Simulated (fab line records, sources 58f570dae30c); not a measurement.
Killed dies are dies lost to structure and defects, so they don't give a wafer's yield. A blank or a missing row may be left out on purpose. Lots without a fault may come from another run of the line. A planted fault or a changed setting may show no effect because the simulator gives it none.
A struck lot beside a sound one | flow berkeley_cmos170 | 14 steps out of a route of 331
Sound: wafers L420.3, L420.5, L420.6. Struck: wafers L423.2, L423.3, L423.4. The cause comes at the end.
At each step with rows: each side's tool, then ch and its chambers, then its first start. Under that, the readings that differ: sound wafers | struck wafers | difference of the means | sigmas: that difference in standard deviations of wafers without a fault.
alike: readings whose means differ by less than 2 such deviations, and words and numbers that are the same on both sides. not compared: withheld readings, readings that some wafer has no value for, bounds like >300 that may hide the same value, and numbers for which the record gives no deviation and whose values overlap.
The two part at a step that has a row with sigmas, a row that says differs or no value, or rows on one side only. Numbers that don't overlap but have no deviation are shown without sigmas and don't part them. A reading that every wafer of one side lacks parts them only if that side has two wafers or more.

first, 6 steps without rows for these wafers: UCB170_NWELL_HMDS_06 (prime time 60 s); UCB170_NWELL_COAT_07 (resist thk 900 nm); UCB170_NWELL_SOFTBAKE_08 (time 60 s); UCB170_NWELL_EXPOSE_09 (exposes mask NWELL, target cd 3000 nm); UCB170_NWELL_PEB_10; UCB170_NWELL_DEVELOP_11 (develop time 45 s).
UCB170_NWELL_OVL_MEAS_12:
  sound on overlay-01, day 4 00:19; struck on overlay-01, day 4 20:22
  reading        | sound | struck   | difference | sigmas
  NWELL_OVL (nm) | 8 8 9 | -9 -2 -7 | -14        | -3
UCB170_NWELL_ETCH_13: etches Si3N4 in CH3F/Ar/O2, stops on SiO2, target depth 246.4 nm, time 154 s.
  sound on rie_diel-02 ch 0,1, day 4 00:20; struck on rie_diel-01 ch 0,1,3, day 4 20:23
  alike: CH3F_flow_sccm, O2_flow_sccm, chamber_pressure_mTorr, drypump_motor_current_A, oes_product_au, throttle_valve_pct
  not compared: rf_hours_counter_h
then, 1 step without rows for these wafers: UCB170_NWELL_IMPLANT_14.
UCB170_NWELL_STRIP_15: strips in O2.
  sound on plasma_asher-01 ch 0,1, day 4 00:37; struck on plasma_asher-02 ch 0,1, day 4 20:38
  alike: chamber_pressure_mTorr, drypump_motor_current_A, oes_product_au, strip_time_to_endpoint_s
  not compared: rf_hours_counter_h
UCB170_NWELL_TW_MEAS_16:
  sound on film_metro-03, day 4 00:42; struck on film_metro-02, day 4 20:45
  alike: NWELL_TW
then, 1 step without rows for these wafers: UCB170_NWELL_CLEAN_17 (cleans in SPM, time 600 s).
UCB170_NWELL_WET_ETCH_18: etches Si3N4 in H3PO4, time 14400 s.
  sound on wet_bench-01 ch 1, day 4 01:27; struck on wet_bench-02 ch 2, day 4 21:00
  no value came back on the struck wafers for bath_guard_temp_C (C), bath_heat_duty_pct (%); on the sound wafers bath_guard_temp_C (C) reads 160.4 160.1 160.4
  reading                                      | sound | struck            | difference | sigmas
  model.Si3N4_of_NWELL_CVD_04.thk_nm (nm)      | 0 0 0 | 223.2 225.1 223.5 | +223.9     |
  model.SiO2_of_NWELL_OXIDATION_01.thk_nm (nm) | 0 0 0 | 25.4 25.61 25.98  | +25.7      |
then, 1 step without rows for these wafers: UCB170_NWELL_WET_ETCH_19 (etches SiO2 in BOE, time 22 s).

WHERE THEY PART
First at UCB170_NWELL_OVL_MEAS_12; last, within this record, at UCB170_NWELL_WET_ETCH_18.

WHY: what the simulator had put in
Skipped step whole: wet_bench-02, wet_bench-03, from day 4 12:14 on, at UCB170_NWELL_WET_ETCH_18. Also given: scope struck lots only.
